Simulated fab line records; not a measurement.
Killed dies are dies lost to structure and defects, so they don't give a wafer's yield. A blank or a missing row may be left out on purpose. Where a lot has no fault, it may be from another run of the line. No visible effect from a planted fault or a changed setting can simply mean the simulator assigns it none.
Matching of chambers / flow berkeley-cmos170 / UCB170_ACTIVE_ETCH_15 on rie-diel-02 has 4 sister chambers
The step etches Si3N4 in CH3F/Ar/O2, stops on SiO2, target depth 242 nm, time 151 s. 20 wafers are shown with their chamber, then 10 later ones without.

EACH WAFER AND ITS CHAMBER
wafer=L074.4; chamber=1; drypump-motor-current-A (A)=6.0; throttle-valve-pct (%)=7.90; oes-product-au (a.u.)=0.968
wafer=L074.5; chamber=2; drypump-motor-current-A (A)=6.4; throttle-valve-pct (%)=8.36; oes-product-au (a.u.)=0.966
wafer=L074.6; chamber=3; drypump-motor-current-A (A)=6.4; throttle-valve-pct (%)=8.20; oes-product-au (a.u.)=0.934
wafer=L075.3; chamber=2; drypump-motor-current-A (A)=6.4; throttle-valve-pct (%)=8.36; oes-product-au (a.u.)=0.951
wafer=L075.5; chamber=1; drypump-motor-current-A (A)=6.1; throttle-valve-pct (%)=7.88; oes-product-au (a.u.)=0.947
wafer=L075.6; chamber=2; drypump-motor-current-A (A)=6.4; throttle-valve-pct (%)=8.35; oes-product-au (a.u.)=0.945
wafer=L078.2; chamber=1; drypump-motor-current-A (A)=6.0; throttle-valve-pct (%)=7.90; oes-product-au (a.u.)=0.946
wafer=L078.3; chamber=2; drypump-motor-current-A (A)=6.4; throttle-valve-pct (%)=8.35; oes-product-au (a.u.)=0.948
wafer=L078.4; chamber=3; drypump-motor-current-A (A)=6.4; throttle-valve-pct (%)=8.18; oes-product-au (a.u.)=0.919
wafer=L080.3; chamber=3; drypump-motor-current-A (A)=6.4; throttle-valve-pct (%)=8.19; oes-product-au (a.u.)=0.926
wafer=L080.5; chamber=3; drypump-motor-current-A (A)=6.4; throttle-valve-pct (%)=8.20; oes-product-au (a.u.)=0.923
wafer=L080.6; chamber=0; drypump-motor-current-A (A)=5.7; throttle-valve-pct (%)=8.01; oes-product-au (a.u.)=0.924
wafer=L082.3; chamber=3; drypump-motor-current-A (A)=6.4; throttle-valve-pct (%)=8.20; oes-product-au (a.u.)=0.923
wafer=L082.5; chamber=3; drypump-motor-current-A (A)=6.4; throttle-valve-pct (%)=8.21; oes-product-au (a.u.)=0.918
wafer=L082.6; chamber=0; drypump-motor-current-A (A)=5.7; throttle-valve-pct (%)=8.02; oes-product-au (a.u.)=0.944
wafer=L083.3; chamber=0; drypump-motor-current-A (A)=5.7; throttle-valve-pct (%)=8.00; oes-product-au (a.u.)=0.929
wafer=L083.4; chamber=2; drypump-motor-current-A (A)=6.4; throttle-valve-pct (%)=8.36; oes-product-au (a.u.)=0.952
wafer=L083.6; chamber=1; drypump-motor-current-A (A)=6.1; throttle-valve-pct (%)=7.92; oes-product-au (a.u.)=0.958
wafer=L087.2; chamber=1; drypump-motor-current-A (A)=6.0; throttle-valve-pct (%)=7.92; oes-product-au (a.u.)=0.960
wafer=L087.3; chamber=0; drypump-motor-current-A (A)=5.7; throttle-valve-pct (%)=8.01; oes-product-au (a.u.)=0.929

SIGNATURES (means of the wafers above)
reading=drypump-motor-current-A; chamber 0=5.700; chamber 1=6.040; chamber 2=6.400; chamber 3=6.400; scatter within a chamber=0.0274
reading=throttle-valve-pct; chamber 0=8.0100; chamber 1=7.9040; chamber 2=8.3560; chamber 3=8.1967; scatter within a chamber=0.0111
reading=oes-product-au; chamber 0=0.93150; chamber 1=0.95580; chamber 2=0.95240; chamber 3=0.92383; scatter within a chamber=0.0079
Rule: a wafer lies at a distance from a chamber equal to the root of the sum of squares, over the readings, of (its reading less the chamber's mean, divided by the reading's scatter). If the next closest chamber is less than 2 further off than the closest, the wafer can't be placed; otherwise it belongs to the closest. The scatter is the square root of a quotient: the sum, over the shown wafers, of each reading's squared deviation from its chamber's mean, divided by wafers minus chambers.

WAFERS MISSING THEIR CHAMBER
wafer=L087.6; drypump-motor-current-A (A)=6.3; throttle-valve-pct (%)=8.20; oes-product-au (a.u.)=0.922
wafer=L092.3; drypump-motor-current-A (A)=6.4; throttle-valve-pct (%)=8.19; oes-product-au (a.u.)=0.916
wafer=L092.4; drypump-motor-current-A (A)=5.7; throttle-valve-pct (%)=8.00; oes-product-au (a.u.)=0.932
wafer=L092.6; drypump-motor-current-A (A)=6.1; throttle-valve-pct (%)=7.90; oes-product-au (a.u.)=0.958
wafer=L093.1; drypump-motor-current-A (A)=6.1; throttle-valve-pct (%)=7.91; oes-product-au (a.u.)=0.954
wafer=L093.2; drypump-motor-current-A (A)=6.3; throttle-valve-pct (%)=8.20; oes-product-au (a.u.)=0.918
wafer=L093.3; drypump-motor-current-A (A)=6.4; throttle-valve-pct (%)=8.34; oes-product-au (a.u.)=0.954
wafer=L093.4; drypump-motor-current-A (A)=5.7; throttle-valve-pct (%)=8.00; oes-product-au (a.u.)=0.945
wafer=L093.5; drypump-motor-current-A (A)=6.4; throttle-valve-pct (%)=8.34; oes-product-au (a.u.)=0.940
wafer=L093.6; drypump-motor-current-A (A)=6.4; throttle-valve-pct (%)=8.18; oes-product-au (a.u.)=0.928

EACH ONE'S CHAMBER
wafer=L087.6; from the rows above=3; in truth=3
wafer=L092.3; from the rows above=3; in truth=3
wafer=L092.4; from the rows above=0; in truth=0
wafer=L092.6; from the rows above=1; in truth=1
wafer=L093.1; from the rows above=1; in truth=1
wafer=L093.2; from the rows above=3; in truth=3
wafer=L093.3; from the rows above=2; in truth=2
wafer=L093.4; from the rows above=0; in truth=0
wafer=L093.5; from the rows above=2; in truth=2
wafer=L093.6; from the rows above=3; in truth=3
Correctly placed: 10 of 10. Not placeable from these rows: 0. Wrongly placed: 0.
